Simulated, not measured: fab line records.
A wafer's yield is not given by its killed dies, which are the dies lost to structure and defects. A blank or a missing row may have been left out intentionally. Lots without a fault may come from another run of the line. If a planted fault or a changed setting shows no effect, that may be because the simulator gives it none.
Split-lot study | flow rit_cmos | route with 202 steps; 5 lots, 23 wafers read

## THE SPLIT ITSELF
At RIT_NLDD_COAT_01 (resist thk 1000 nm), the setting spin_rpm was moved away from the recipe's 3250 rpm on 7 of the 23 wafers read, by -1.9% to +7.4%. For the rest of the wafers, this setting stayed at what the recipe calls for.

## FROM THE SPLIT TO THE READING: what the file shows between them, 3 steps
- RIT_NLDD_SOFTBAKE_02: time 60 s
- RIT_NLDD_EXPOSE_03: exposes mask M7, target cd 40700 nm
- RIT_NLDD_DEVELOP_05: develop time 50 s

## THE READING
NOVOLAK_of_NLDD_COAT_01.thk_nm (the simulator's own value, which no gauge read), in nm, at RIT_NLDD_HARDBAKE_07 (time 60 s). There is no usual value for it anywhere in the file. Average 884.1 nm, standard deviation 1.6 nm, over the 16 wafers here run with the recipe.

wafer  | tool, chamber at the split | spin_rpm as run, rpm | against the recipe | NOVOLAK_of_NLDD_COAT_01.thk_nm, nm | against lot-mates on the recipe
L074.1 | litho_track-01, 0          | 3250                 | recipe             | 885.5                              | -
L074.2 | litho_track-01, 0          | 3250                 | recipe             | 885.2                              | -
L074.3 | litho_track-01, 0          | 3250                 | recipe             | 883.1                              | -
L074.4 | litho_track-01, 0          | 3250                 | recipe             | 885.4                              | -
L074.5 | litho_track-01, 0          | 3250                 | recipe             | 885.8                              | -
L082.1 | litho_track-04, 0          | 3250                 | recipe             | 884.5                              | -
L082.4 | litho_track-04, 0          | 3250                 | recipe             | 882.6                              | -
L082.5 | litho_track-04, 0          | 3250                 | recipe             | 883.5                              | -
L083.1 | litho_track-04, 0          | 3489                 | +7.4%              | 851.3                              | -31.1
L083.2 | litho_track-04, 0          | 3489                 | +7.4%              | 850.6                              | -31.8
L083.4 | litho_track-04, 0          | 3489                 | +7.4%              | 851.7                              | -30.6
L083.5 | litho_track-04, 0          | 3250                 | recipe             | 883                                | -
L083.6 | litho_track-04, 0          | 3250                 | recipe             | 881.7                              | -
L084.1 | litho_track-03, 0          | 3188                 | -1.9%              | 896.9                              | +11.8
L084.3 | litho_track-03, 0          | 3250                 | recipe             | 886.3                              | -
L084.4 | litho_track-03, 0          | 3188                 | -1.9%              | 893.1                              | +8.0
L084.5 | litho_track-03, 0          | 3250                 | recipe             | 886.8                              | -
L084.6 | litho_track-03, 0          | 3250                 | recipe             | 882.1                              | -
L085.1 | litho_track-01, 0          | 3438                 | +5.8%              | 858.3                              | -25.3
L085.2 | litho_track-01, 0          | 3438                 | +5.8%              | 860.4                              | -23.2
L085.3 | litho_track-01, 0          | 3250                 | recipe             | 884.2                              | -
L085.4 | litho_track-01, 0          | 3250                 | recipe             | 881.6                              | -
L085.5 | litho_track-01, 0          | 3250                 | recipe             | 885.1                              | -

FIT RESULTS
A straight line over all 23 wafers: NOVOLAK_of_NLDD_COAT_01.thk_nm changes by -4.5 nm for each +1% of spin_rpm; r = -0.99; the points scatter about the line by 1.7 nm.
The same after taking each lot's own level away (the mean of its wafers on the recipe; 23 wafers): -4.29 nm for each +1%; r = -0.99; scatter 1.4 nm.
Per that fit: largest spin_rpm move, reading shift of 32 nm.
Across the lots, their own levels run from 882.35 to 885.07 nm, a range of 1.7 times the standard deviation given above.
So the lot-to-lot level changes the slope little: the two slopes agree.
Check: with one of the wafers moved furthest among these (+7.4%) left out of the fit, the line predicts -31.3 nm for it against its lot-mates. It came out at -31.1 nm against them.

## THE OTHER SPLITS THESE WAFERS WENT THROUGH
Other splits were also applied to these wafers ahead of the reading. Each is held against what the fit with the lots' levels taken away leaves over:
other split on the same wafers     | wafers away from the commonest value | r with NOVOLAK_of_NLDD_COAT_01.thk_nm (lot level and that fit taken away)
RIT_GATE_DEVELOP_15 develop_time_s | 9                                    | +0.27

## THE WHOLE CHAIN: every reading that the file lists as answering this split, in the file's order
step                 | what it does       | reading                                                                         | change (the file's fit)              | r (the file's)
RIT_NLDD_COAT_01     | resist thk 1000 nm | NOVOLAK_of_NLDD_COAT_01.thk_nm (the simulator's own value, which no gauge read) | -4.87 nm for each +1% of the setting | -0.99
RIT_NLDD_HARDBAKE_07 | time 60 s          | NOVOLAK_of_NLDD_COAT_01.thk_nm (the simulator's own value, which no gauge read) | -4.26 nm for each +1% of the setting | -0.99

## THE FILE'S OWN FIT
NOVOLAK_of_NLDD_COAT_01.thk_nm changes by -4.26 nm for each +1% of spin_rpm, r = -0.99.
